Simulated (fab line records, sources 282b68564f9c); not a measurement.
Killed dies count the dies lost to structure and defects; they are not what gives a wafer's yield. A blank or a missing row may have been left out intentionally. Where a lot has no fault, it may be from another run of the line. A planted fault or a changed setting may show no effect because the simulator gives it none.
Which of the tools did it?    flow rit_cmos    45 wafers from 15 lots sampled at 5 of the route's 202 steps

WHAT THE GAUGES READ, wafer by wafer
RIT_ACTIVE_CD_MEAS_90: the cd target is 1400 nm. Usual: 1400.0 nm for cd_nm, sd 2.3.
lot   measured     on         cd_nm (nm)            flag
L626  day 1 15:10  cd_sem-02  1401.1 1401.3 1400.6  
L627  day 1 20:22  cd_sem-02  1404.7 1402.7 1401.9  
L628  day 2 02:02  cd_sem-02  1401.4 1402.4 1398.9  
L629  day 2 06:10  cd_sem-02  1401.7 1402.9 1402.4  
L630  day 2 11:26  cd_sem-02  1402.3 1400.7 1399.9  
L632  day 2 23:04  cd_sem-02  1398.7 1399.0 1401.8  
L635  day 3 13:22  cd_sem-02  - - -                 OFF
L636  day 3 17:08  cd_sem-01  - - -                 OFF
L637  day 3 22:10  cd_sem-02  - - -                 OFF
L640  day 4 13:01  cd_sem-01  1397.0 1397.2 1399.4  
L641  day 4 19:29  cd_sem-02  1399.2 1398.8 1397.5  
L642  day 4 23:37  cd_sem-02  1399.0 1397.5 1400.8  
L643  day 5 04:16  cd_sem-02  1399.6 1399.6 1400.9  
L644  day 5 10:15  cd_sem-01  1402.3 1403.2 1403.6  
L645  day 5 14:12  cd_sem-01  1399.5 1402.8 1399.9  

RIT_FOX2_THK_MEAS_90. Usual: FIELD_OXIDE_LEFT_1_THK gives 322 nm (standard deviation 5.8).
lot   measured     on             FIELD_OXIDE_LEFT_1_THK (nm)  flag
L626  day 1 20:57  film_metro-04  333 335 333                  
L627  day 2 02:26  film_metro-02  319 316 314                  
L628  day 2 06:19  film_metro-04  322 315 316                  
L629  day 2 11:55  film_metro-04  321 319 321                  
L630  day 2 17:32  film_metro-01  321 316 328                  
L632  day 3 05:02  film_metro-01  322 324 321                  
L640  day 4 18:23  film_metro-04  321 320 325                  
L641  day 5 01:24  film_metro-01  324 324 322                  
L642  day 5 05:56  film_metro-02  323 325 322                  
L643  day 5 09:32  film_metro-02  327 330 328                  
L644  day 5 16:44  film_metro-01  332 330 335                  
L645  day 5 19:57  film_metro-02  323 324 327                  

RIT_PWELL_OVL_MEAS_06. Usual: PWELL_OVL gives 0.9 nm (standard deviation 1.4).
lot   measured     on          PWELL_OVL (nm)  flag
L626  day 1 23:34  overlay-01  4.7 1.5 3.4     
L627  day 2 05:11  overlay-01  3.8 1.0 3.7     
L628  day 2 09:12  overlay-02  1.6 -0.1 1.3    
L629  day 2 14:25  overlay-02  2.0 0.9 0.9     
L630  day 2 20:02  overlay-02  0.3 0.8 1.6     
L632  day 3 07:31  overlay-01  -1.4 -1.4 0.7   
L640  day 4 20:59  overlay-02  -1.2 -1.2 -0.1  
L641  day 5 04:01  overlay-01  0.5 0.4 0.5     
L642  day 5 08:32  overlay-02  1.3 1.1 1.3     
L643  day 5 12:16  overlay-02  -0.2 -1.4 -0.2  
L644  day 5 19:29  overlay-02  0.6 2.2 1.6     
L645  day 5 22:36  overlay-02  -0.9 1.6 0.7    

WHICH TOOL RAN EACH LOT (tool, then ch and the chambers of the sampled wafers, then the start)
lot   RIT_ACTIVE_CVD_03           RIT_NWELL_STRIP_09
L626  lpcvd-01 ch 1, day 1 12:13  plasma_asher-02 ch 0,1, day 1 22:29
L627  lpcvd-01 ch 0, day 1 17:19  plasma_asher-03 ch 0,1, day 2 03:56
L628  lpcvd-01 ch 0, day 1 23:05  plasma_asher-01 ch 0,1, day 2 07:58
L629  lpcvd-01 ch 1, day 2 03:08  plasma_asher-02 ch 0, day 2 13:18
L630  lpcvd-01 ch 1, day 2 08:30  plasma_asher-02 ch 1, day 2 18:55
L632  lpcvd-02 ch 0, day 2 20:05  plasma_asher-02 ch 0,1, day 3 06:24
L635  lpcvd-01 ch 1, day 3 10:25  -
L636  lpcvd-01 ch 1, day 3 14:07  -
L637  lpcvd-01 ch 0, day 3 19:07  -
L640  lpcvd-02 ch 0, day 4 10:07  plasma_asher-01 ch 0,1, day 4 19:45
L641  lpcvd-01 ch 0, day 4 16:27  plasma_asher-02 ch 0,1, day 5 02:54
L642  lpcvd-02 ch 0, day 4 20:41  plasma_asher-02 ch 0,1, day 5 07:18
L643  lpcvd-02 ch 0, day 5 01:20  plasma_asher-01 ch 1, day 5 11:01
L644  lpcvd-01 ch 0, day 5 07:13  plasma_asher-01 ch 0,1, day 5 18:14
L645  lpcvd-01 ch 0, day 5 11:07  plasma_asher-01 ch 0,1, day 5 21:22
- RIT_ACTIVE_CVD_03: deposits Si3N4 from SiH2Cl2/NH3, target thk 150 nm, time 1500 s.
- RIT_NWELL_STRIP_09: strips in O2, time 180 s.

WHAT THE TOOLS THEMSELVES READ (means of the sampled wafers that have a number; where no wafer has one, the mark that the record gives instead)
RIT_ACTIVE_CVD_03. Usual: nh3_flow_sccm 149.9 sccm, standard deviation 0.47; pressure_mtorr 300.2 mTorr, standard deviation 0.69.
lot   tool      nh3_flow_sccm (sccm)  pressure_mtorr (mTorr)  flag
L626  lpcvd-01  150.1                 300.1                   
L627  lpcvd-01  150.2                 300.1                   
L628  lpcvd-01  149.8                 299.7                   
L629  lpcvd-01  150.0                 300.1                   
L630  lpcvd-01  149.9                 301.4                   
L632  lpcvd-02  149.9                 300.3                   
L635  lpcvd-01  -                     -                       OFF
L636  lpcvd-01  -                     -                       OFF
L637  lpcvd-01  -                     -                       OFF
L640  lpcvd-02  149.1                 300.7                   
L641  lpcvd-01  150.2                 299.9                   
L642  lpcvd-02  149.0                 300.8                   
L643  lpcvd-02  150.4                 301.2                   
L644  lpcvd-01  150.1                 300.2                   
L645  lpcvd-01  149.9                 300.8                   

RIT_NWELL_STRIP_09. Usual: 5.7 A for drypump_motor_current_A, sd 0.54.
lot   tool             drypump_motor_current_A (A)  flag
L626  plasma_asher-02  5.7                          
L627  plasma_asher-03  5.9                          
L628  plasma_asher-01  6.1                          
L629  plasma_asher-02  5.7                          
L630  plasma_asher-02  5.7                          
L632  plasma_asher-02  5.7                          
L640  plasma_asher-01  6.1                          
L641  plasma_asher-02  5.7                          
L642  plasma_asher-02  5.7                          
L643  plasma_asher-01  6.5                          
L644  plasma_asher-01  6.0                          
L645  plasma_asher-01  5.6                          

THE ANSWER, worked out from the rows above alone
Rule: lot off if the mean of its wafers having a number is beyond 3 standard deviations from the usual mean. Also off: a lot with no number at a reading for which 4 or more lots have one. Any other lot the step has rows for is counted as sound. The gauges are gone through in route order, then the tools' own readings, and for those a lot's mean is taken as printed above. At the first step where some lot is off, the reading lying furthest off is the one used; lots without a number count as furthest.
Off: L635, L636, L637 (RIT_ACTIVE_CD_MEAS_90, cd_nm). Without a number there: L635, L636, L637.
A tool fits if, at a process step before that reading, it ran every lot that is off, and no sound lot after the first of them. The gauges at RIT_ACTIVE_CD_MEAS_90 aren't tried: what is off there is off at RIT_ACTIVE_CVD_03 too, on other tools, and a gauge's error can't cause that. No candidate that was tried fits.

WHAT WAS PUT IN BY THE SIMULATOR
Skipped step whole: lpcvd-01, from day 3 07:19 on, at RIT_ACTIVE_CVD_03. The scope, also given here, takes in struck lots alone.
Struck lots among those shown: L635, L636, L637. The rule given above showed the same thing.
